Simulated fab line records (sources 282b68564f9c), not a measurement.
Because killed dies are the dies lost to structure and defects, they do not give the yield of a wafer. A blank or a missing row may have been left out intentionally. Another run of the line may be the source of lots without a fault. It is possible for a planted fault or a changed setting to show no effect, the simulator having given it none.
fab line records	flow ritCmos
record: lots: 7	wafers: 21	lastDay: 7
route steps=202 shown ACTIVE@19 FOX1@20 FOX2@23 NWELL@28 M1@202
lots that met no fault: taken from a fault-free run of the same line
startH: start of the lot's first displayed wafer, in hours after the record's first day	waitH: how many hours have passed since the lot's step before this one	" repeats the value in the row above	L1.1+2: several wafers, shown together as one row	- no value, or no start given	* or withheld: withheld	< > ~ a bound
route shown NAME@n: NAME is a module with steps in the file, n the number in the route of the first one	usual: the fault-free wafers' mean and standard deviation	same: alike in all rows	chamber/n: place in a boat	sites: each site's reading	_std_site: the standard deviation of these	_edge_site: inner sites' mean taken away from outer sites' mean	radiusMm: for every site, how far away it sits from the centre of the wafer	mask NAME#n: copy n	behind: tool/chamber where the wafer was last shaped	hold: why the lot was held/for how many hours/how that ended	device: which transistor (n, p or np) failed to switch	end of line: the route-end tests of the same wafers	step lacking rows: just its recipe	killed: at the first sort, the dies lost to defects and structure; wafer yield is something else	map: shows each die of a wafer: x if killed, . if not, _ if none is there
set.NAME: the run value of the setting; set.NAME@STEP: its run value at that earlier step	model.NAME: the simulator's own value behind a step, which no gauge read
lots at selected steps of the route; one table per step, one row per wafer
services: a tool's chamber out of use, with start hour (startH, from the record's first day; less than 0 if before it), hours out, and reason
== steps ==
step: RIT_ACTIVE_CLEAN_17
recipe: chemistry: SC2	mix: 3:3:50	timeS: 600	tempC: 75	dry: n2Spin
step: RIT_FOX1_OXIDATION_00
recipe: tempC: 1108	ambient: H2O	targetThkA: 3507	pH2oTorr: 720	oxTimeS: 1130
step: RIT_FOX1_THK_MEAS_01
recipe: reads: SiO2_of_FOX1_OXIDATION_00
usual: FOX1_OXIDE_THK: 363/6.9
lot.wafer	tool	chamber	startH	waitH	FOX1_OXIDE_THK[nm]
L399.1	filmMetro-02	-	18.86	0.0	358
L399.3	"	-	"	"	358
L399.5	"	-	"	"	361
L403.1	filmMetro-02	-	37.94	0.0	359
L403.4	"	-	"	"	362
L403.6	"	-	"	"	360
L409.3	filmMetro-02	-	68.85	0.0	361
L409.4	"	-	"	"	363
L409.5	"	-	"	"	362
L415.3	filmMetro-03	-	97.64	0.0	358
L415.4	"	-	"	"	352
L415.6	"	-	"	"	360
L418.1	filmMetro-01	-	117.07	0.0	366
L418.4	"	-	"	"	371
L418.6	"	-	"	"	362
L419.2	filmMetro-03	-	124.79	0.0	363
L419.3	"	-	"	"	367
L419.6	"	-	"	"	362
L420.1	filmMetro-03	-	127.24	0.0	354
L420.5	"	-	"	"	364
L420.6	"	-	"	"	360
step: RIT_FOX1_WET_ETCH_02
recipe: chemistry: BOE	targetDepthNm: 350	timeS: 390	tempC: 21.5	dry: n2Spin	dilution: 10:1	target: SiO2
step: RIT_FOX2_OXIDATION_00
recipe: tempC: 1100	ambient: H2O	targetThkA: 3507	pH2oTorr: 720	oxTimeS: 1130
step: RIT_FOX2_THK_MEAS_01
recipe: reads: SiO2_of_FOX2_OXIDATION_00
usual: FOX2_OXIDE_THK: 350/6.3
lot.wafer	tool	chamber	startH	waitH	FOX2_OXIDE_THK[nm]
L399.1	filmMetro-04	-	21.37	0.0	344
L399.3	"	-	"	"	340
L399.5	"	-	"	"	345
L403.1	filmMetro-04	-	39.43	0.0	348
L403.4	"	-	"	"	343
L403.6	"	-	"	"	342
L409.3	filmMetro-04	-	70.34	0.0	346
L409.4	"	-	"	"	339
L409.5	"	-	"	"	343
L415.3	filmMetro-03	-	100.03	0.0	353
L415.4	"	-	"	"	347
L415.6	"	-	"	"	350
L418.1	filmMetro-04	-	123.46	0.0	348
L418.4	"	-	"	"	340
L418.6	"	-	"	"	344
L419.2	filmMetro-03	-	126.28	0.0	355
L419.3	"	-	"	"	351
L419.6	"	-	"	"	355
L420.1	filmMetro-03	-	128.73	0.0	355
L420.5	"	-	"	"	350
L420.6	"	-	"	"	350
step: RIT_FOX2_CLEAN_02
recipe: chemistry: dHF	dilution: 50:1	timeS: 180
step: RIT_FOX2_WET_ETCH_03
recipe: chemistry: H3PO4	target: Si3N4	targetDepthNm: 195	tempC: 165	timeS: 2700
step: RIT_FOX2_THK_MEAS_90
recipe: reads: SiO2_of_FOX2_OXIDATION_00
usual: FIELD_OXIDE_LEFT_1_THK: 323/6.3
lot.wafer	tool	chamber	startH	waitH	FIELD_OXIDE_LEFT_1_THK[nm]
L399.1	filmMetro-03	-	22.25	0.0	317
L399.3	"	-	"	"	313
L399.5	"	-	"	"	318
L403.1	filmMetro-03	-	40.31	0.0	320
L403.4	"	-	"	"	316
L403.6	"	-	"	"	314
L409.3	filmMetro-03	-	71.22	0.0	319
L409.4	"	-	"	"	311
L409.5	"	-	"	"	316
L415.3	filmMetro-04	-	100.90	0.0	327
L415.4	"	-	"	"	320
L415.6	"	-	"	"	323
L418.1	filmMetro-03	-	124.34	0.0	320
L418.4	"	-	"	"	312
L418.6	"	-	"	"	317
L419.2	filmMetro-04	-	127.16	0.0	327
L419.3	"	-	"	"	323
L419.6	"	-	"	"	327
L420.1	filmMetro-03	-	129.61	0.0	327
L420.5	"	-	"	"	322
L420.6	"	-	"	"	322
step: RIT_NWELL_HMDS_00
recipe: primeTimeS: 60	primeTempC: 140
step: RIT_NWELL_COAT_01
recipe: resist: NOVOLAK	spinRpm: 2000	resistThkNm: 1300
step: RIT_NWELL_SOFTBAKE_02
recipe: resist: NOVOLAK	tempC: 90	timeS: 60
step: RIT_NWELL_EXPOSE_03
recipe: maskId: M2	na: 0.57	targetCdNm: 43900	doseMj: 250
same: na: 0.57
lot.wafer	tool	chamber	startH	waitH	mask	model.NWELL.overlayXNm
L399.1+3+5	ilineStepper-02	0	22.88	0.2	M2#0	-0.9383
L403.1+4+6	ilineStepper-01	0	40.94	0.2	M2#0	0.8429
L409.3+4+5	ilineStepper-02	0	71.87	0.2	M2#0	1.311
L415.3+4+6	ilineStepper-01	0	101.56	0.2	M2#0	-179.1
L418.1+4+6	ilineStepper-01	0	124.98	0.2	M2#0	-179.5
L419.2+3+6	ilineStepper-01	0	127.74	0.1	M2#0	-181.3
L420.1+5+6	ilineStepper-02	0	130.25	0.2	M2#0	-0.5564
step: RIT_NWELL_PEB_04
recipe: resist: NOVOLAK	tempC: withheld	timeS: withheld
step: RIT_NWELL_DEVELOP_05
recipe: resist: NOVOLAK	developTimeS: 68	devTempC: 23
step: RIT_NWELL_OVL_MEAS_06
usual: NWELL_OVL: -0.7/1.4
lot.wafer	tool	chamber	startH	waitH	NWELL_OVL[nm]
L399.1	overlay-02	-	23.31	-	-0.8
L399.3	"	-	"	"	0.6
L399.5	"	-	"	"	-1.6
L403.1	overlay-01	-	41.44	-	-1.6
L403.4	"	-	"	"	0.6
L403.6	"	-	"	"	-0.1
L409.3	overlay-01	-	72.28	-	-1.2
L409.4	"	-	"	"	-1.7
L409.5	"	-	"	"	-0.1
L415.3	overlay-02	-	101.96	-	-179.0
L415.4	"	-	"	"	-176.2
L415.6	"	-	"	"	-177.1
L418.1	overlay-01	-	125.41	-	-181.0
L418.4	"	-	"	"	-179.4
L418.6	"	-	"	"	-179.9
L419.2	overlay-02	-	128.15	-	-180.7
L419.3	"	-	"	"	-181.9
L419.6	"	-	"	"	-182.3
L420.1	overlay-01	-	130.68	-	-0.7
L420.5	"	-	"	"	0.8
L420.6	"	-	"	"	-1.5
step: RIT_NWELL_HARDBAKE_07
recipe: resist: NOVOLAK	tempC: 140	timeS: 120
step: RIT_M1_PROBE_99
usual: killedAtContacts: 0.0/0.2	killedAtFrontEnd: 6.6/2.8	killedDies: 6.6/2.8	killedOpen: 3.3/1.9	killedShort: 3.2/1.8
same: grossDies: 264	killed_at_M0_to_M3: 0	killed_at_M4_up: 0	killedAtBackSide: 0	killedAtOther: 0
lot.wafer	tool	chamber	startH	waitH	killedAtContacts	killedAtFrontEnd	killedDies	killedOpen	killedShort	model.etest.wellEdgeRight.lineOhmUm	model.etest.wellEdgeLeft.lineOhmUm
L399.1	prober-02	-	62.41	0.1	0	2	2	1	1	181.4	181.8
L399.3	prober-02	-	62.51	0.2	0	4	4	0	4	182.5	183.8
L399.5	prober-02	-	62.61	0.2	0	9	9	6	3	180.3	182.5
L403.1	prober-02	-	79.82	0.1	1	4	5	4	1	184.2	185.2
L403.4	prober-02	-	79.97	0.2	0	5	5	2	3	183.9	177.4
L403.6	prober-02	-	80.07	0.2	0	7	7	3	4	184.9	179.5
L409.3	prober-02	-	111.61	0.2	0	3	3	2	1	181.9	181.2
L409.4	prober-02	-	111.66	0.2	0	4	4	2	2	184	181.8
L409.5	prober-02	-	111.71	0.2	0	8	8	5	3	182.1	183.1
L415.3	prober-02	-	148.31	0.2	0	2	2	2	0	195.3	177.1
L415.6	prober-02	-	148.46	0.2	0	7	7	2	5	192.8	175.5
L418.1	prober-01	-	166.14	0.1	0	4	4	3	1	191.4	171
L418.4	prober-01	-	166.29	0.2	0	4	4	3	1	191.7	175.3
L418.6	prober-01	-	166.39	0.2	0	5	5	0	5	192.8	173.8
L419.2	prober-02	-	167.69	0.1	0	2	2	1	1	194.3	174.3
L419.3	prober-02	-	167.74	0.2	0	4	4	3	1	194	174.4
L419.6	prober-02	-	167.89	0.2	0	7	7	3	4	189.5	175.5
L420.1	prober-01	-	170.63	0.1	0	12	12	5	6	184	182.4
L420.5	prober-01	-	170.83	0.2	0	12	12	6	6	181.2	184.4
L420.6	prober-01	-	170.88	0.2	0	9	9	4	5	181.4	184.1
killed by level:class
L399.1 FOX1:geometricParticle:short=1 SILICIDE:geometricParticle:open=1
L399.3 REOX:geometricParticle:short=2 FOX1:geometricParticle:short=1 GATE:geometricParticle:short=1
L399.5 FOX1:geometricParticle:open=3 FOX1:geometricParticle:short=2 FOX2:geometricParticle:open=1 FOX2:geometricParticle:short=1 GATE:geometricParticle:open=1 SILICIDE:geometricParticle:open=1
L403.1 FOX1:geometricParticle:open=1 FOX2:geometricParticle:open=1 GATE:geometricParticle:open=1 SILICIDE:geometricParticle:short=1 CONTACT:geometricParticle:open=1
L403.4 GATE:geometricParticle:short=2 FOX1:geometricParticle:open=1 FOX2:geometricParticle:short=1 GATE:geometricParticle:open=1
L403.6 GATE:geometricParticle:open=2 SILICIDE:geometricParticle:short=2 FOX1:geometricParticle:open=1 GATE:geometricParticle:short=1 SPACER:geometricParticle:short=1
L409.3 FOX1:geometricParticle:open=1 GATE:geometricParticle:open=1 GATE:geometricParticle:short=1
L409.4 FOX1:geometricParticle:open=2 GATE:geometricParticle:short=1 SPACER:geometricParticle:short=1
L409.5 REOX:geometricParticle:open=2 SILICIDE:geometricParticle:short=2 SILICIDE:geometricParticle:open=2 FOX1:geometricParticle:short=1 GATE:geometricParticle:open=1
L415.3 FOX1:geometricParticle:open=1 GATE:geometricParticle:open=1
L415.6 GATE:geometricParticle:short=3 SILICIDE:geometricParticle:short=2 GATE:geometricParticle:open=1 REOX:geometricParticle:open=1
L418.1 FOX2:geometricParticle:open=1 GATE:geometricParticle:short=1 GATE:geometricParticle:open=1 SILICIDE:geometricParticle:open=1
L418.4 GATE:geometricParticle:open=2 SPACER:geometricParticle:open=1 SPACER:geometricParticle:short=1
L418.6 GATE:geometricParticle:short=2 FOX2:geometricParticle:short=1 REOX:geometricParticle:short=1 SILICIDE:geometricParticle:short=1
L419.2 FOX2:geometricParticle:short=1 SILICIDE:geometricParticle:open=1
L419.3 GATE:geometricParticle:open=3 FOX1:geometricParticle:short=1
L419.6 GATE:geometricParticle:short=2 REOX:geometricParticle:open=2 REOX:geometricParticle:short=1 SILICIDE:geometricParticle:open=1 SILICIDE:geometricParticle:short=1
L420.1 FOX1:geometricParticle:short=2 GATE:geometricParticle:short=2 GATE:geometricParticle:open=2 SPACER:geometricParticle:open=2 SILICIDE:geometricParticle:short=1 REOX:geometricParticle:open=1 SPACER:geometricParticle:short=1 NLDD:coatMicrobubblePrinted=1
L420.5 GATE:geometricParticle:short=4 GATE:geometricParticle:open=2 ACTIVE:geometricParticle:open=1 FOX1:geometricParticle:short=1 REOX:geometricParticle:open=1 SPACER:geometricParticle:open=1 SPACER:geometricParticle:short=1 SILICIDE:geometricParticle:open=1
L420.6 GATE:geometricParticle:open=3 GATE:geometricParticle:short=3 FOX1:geometricParticle:short=1 REOX:geometricParticle:open=1 SPACER:geometricParticle:short=1
== services ==
tool	chamber	startH	hours	kind
ilineStepper-01	-	28.59	-	consumableReplace:lamp
ilineStepper-02	-	49.74	9.0	repair
ilineStepper-01	-	102.16	5.5	repair
ilineStepper-02	0	110.26	-	calibration
== key ==
firstSign: step: RIT_NWELL_OVL_MEAS_06	reading: NWELL_OVL	direction: down	sigmas: 99+	usual: -0.7	struck: -179.7
effect none on later readings
modelEffect: step: RIT_NWELL_EXPOSE_03	value: NWELL.overlayXNm	without: 0.006776	struck: -180
modelEffect: step: RIT_M1_PROBE_99	value: etest.wellEdgeRight.lineOhmUm	without: 182.6	struck: 192.7
metAt RIT_NWELL_EXPOSE_03
struckWafers L415.3,L415.4,L415.6,L418.1,L418.4,L418.6,L419.2,L419.3,L419.6
rowsEnd L415.4
testerLeftOut L415,L418,L419
onsetBetween 40.94 101.56
fault: kind: scannerMatchingOverlay	tool: ilineStepper-01	chamber: -	onsetH: 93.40	steps: RIT_NWELL_EXPOSE_03	offset: -180
testerLeftOut: of these lots the tester's yield and bins aren't shown, on N5 and GAA mostly nor the transistor test; their killed dies are dies lost to structure and defects alone, not to doping, threshold or leakage, so they don't give the yield
rowsEnd: these wafers met a further fault down the route, and their rows from its step on are left out
